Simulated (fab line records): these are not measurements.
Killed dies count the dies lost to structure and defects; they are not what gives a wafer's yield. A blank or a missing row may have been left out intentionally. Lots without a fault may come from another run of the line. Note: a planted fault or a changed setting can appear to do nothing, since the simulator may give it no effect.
Struck lot and sound lot, side by side / flow rit_cmos / 17 out of 202 route steps
Sound: the wafers L281.1, L281.4, L281.5. Struck: wafers L284.1, L284.3, L284.5. The cause is named last.
For every step that has rows: the tool of each side, followed by ch and its chambers, followed by its first start. Under that, the readings that differ: sound wafers / struck wafers / difference of the means / sigmas: that difference in standard deviations of wafers without a fault.
alike: a reading whose means differ by less than 2 such deviations, as well as words and numbers matching on both sides. not compared: withheld readings; readings where some wafer has no value; bounds like >300 that might hide an equal value; numbers whose values overlap and for which the record gives no deviation.
The two part at a step that has a row with sigmas, a row that says differs or no value, or rows on one side only. Numbers that don't overlap but have no deviation are shown without sigmas and don't part them. A reading missing from all wafers of one side parts the sides only when that side holds two or more wafers.

RIT_NWELL_TW_MEAS_10:
  sound on film_metro-01, day 2 17:35; struck on film_metro-04, day 3 09:32
  alike: NWELL_TW
then, 6 steps without rows for these wafers: RIT_PWELL_HMDS_00 (prime time 60 s); RIT_PWELL_COAT_01 (resist thk 1300 nm); RIT_PWELL_SOFTBAKE_02 (time 60 s); RIT_PWELL_EXPOSE_03 (exposes mask M3, target cd 43700 nm); RIT_PWELL_PEB_04; RIT_PWELL_DEVELOP_05 (develop time 68 s).
RIT_PWELL_OVL_MEAS_06:
  sound on overlay-01, day 2 18:38; struck on overlay-02, day 3 10:35
  alike: PWELL_OVL
then, 2 steps without rows for these wafers: RIT_PWELL_HARDBAKE_07 (time 120 s); RIT_PWELL_IMPLANT_08.
RIT_PWELL_STRIP_09: strips in O2, time 180 s.
  sound on plasma_asher-04 ch 0,1, day 2 19:05; struck on plasma_asher-02 ch 0, day 3 11:02
  alike: drypump_motor_current_A, o2_flow_sccm, rf_refl_power_W
  not compared: rf_hours_counter_h
RIT_PWELL_TW_MEAS_10:
  sound on film_metro-01, day 2 19:15; struck on film_metro-03, day 3 11:12
  alike: PWELL_TW
RIT_WELLDRIVE_ANNEAL_00: time 14700 s.
  sound on furnace-01 ch 0, day 2 19:19; struck on furnace-01 ch 0, day 3 11:16
reading=spike_tc_centre_C (C); sound=1103.5 1102.7 1101.4; struck=1117.7 1118.6 1117.6; difference=+15.4; sigmas=+9
reading=spike_tc_load_C (C); sound=1125.6 1123.3 1124.2; struck=1140.2 1139.8 1139.4; difference=+15.4; sigmas=+7
reading=spike_tc_source_C (C); sound=1126.9 1125.8 1125.7; struck=1140.4 1139.7 1141.2; difference=+14.3; sigmas=+6
reading=tube_center_temp_C (C); sound=1100 1100.1 1100; struck=1115 1115.1 1115; difference=+15; sigmas=+99 or more
reading=tube_center_temp_C_max; sound=1102.8 1102.7 1102.9; struck=1117.3 1117.9 1118.3; difference=+15.0; sigmas=+31
RIT_WELLDRIVE_RS_MEAS_01: measures by four-point-probe.
  sound on film_metro-03, day 3 00:24; struck on film_metro-04, day 3 16:20
reading=NWELL_RS (ohm/sq); sound=275.1 275.0 274.3; struck=260.0 259.7 259.2; difference=-15.2; sigmas=-19
RIT_WELLDRIVE_RS_MEAS_02: measures by four-point-probe.
  sound on film_metro-03, day 3 00:31; struck on film_metro-04, day 3 16:28
reading=PWELL_RS (ohm/sq); sound=430.7 429.9 430.3; struck=415.3 414.6 415.5; difference=-15.2; sigmas=-12
then, 1 step without rows for these wafers: RIT_NRETRO_HMDS_00 (prime time 60 s).
RIT_M1_PROBE_99:
  sound on prober-01, day 4 06:34; struck on prober-02, day 4 23:16
reading=model.etest.nwell_pinched.rs_ohm_sq; sound=337.4 337.7 333.6; struck=309.6 312.1 310.6; difference=-25.5; sigmas=
reading=model.etest.pwell_pinched.rs_ohm_sq; sound=455.9 451 451.6; struck=438.6 439.1 438.8; difference=-14.0; sigmas=
reading=model.etest.pwell.rs_ohm_sq; sound=411.6 410.1 413.1; struck=401.8 397.1 404.1; difference=-10.6; sigmas=
reading=model.etest.nmos_narrow.drive_ua_um; sound=204.2 200.3 208; struck=223.8 223.7 223.6; difference=+19.5; sigmas=
reading=model.etest.nmos_0p3.drive_ua_um; sound=201.2 199.1 206.8; struck=216.3 220.7 223.9; difference=+17.9; sigmas=
reading=model.etest.pmos_narrow.drive_ua_um; sound=91.31 91.08 93.21; struck=101.4 100.6 102.5; difference=+9.6; sigmas=
reading=model.etest.pmos_0p3.drive_ua_um; sound=89.04 88.28 90.97; struck=97.7 97.21 99.44; difference=+8.7; sigmas=
reading=model.etest.field_n.vt_v (V); sound=33.99 33.95 34.69; struck=33.83 33.22 33.42; difference=-0.72; sigmas=
  alike: killed_at_contacts, killed_at_front_end, killed_dies, killed_open, killed_short

## WHERE THEY PART
At RIT_WELLDRIVE_ANNEAL_00 first; at RIT_WELLDRIVE_RS_MEAS_02 last (within this record only). Later steps at which nothing parts them and some readings are alike: RIT_M1_PROBE_99.

WHY: what the simulator had put in
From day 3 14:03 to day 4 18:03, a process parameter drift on furnace-01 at RIT_WELLDRIVE_ANNEAL_00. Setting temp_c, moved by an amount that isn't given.
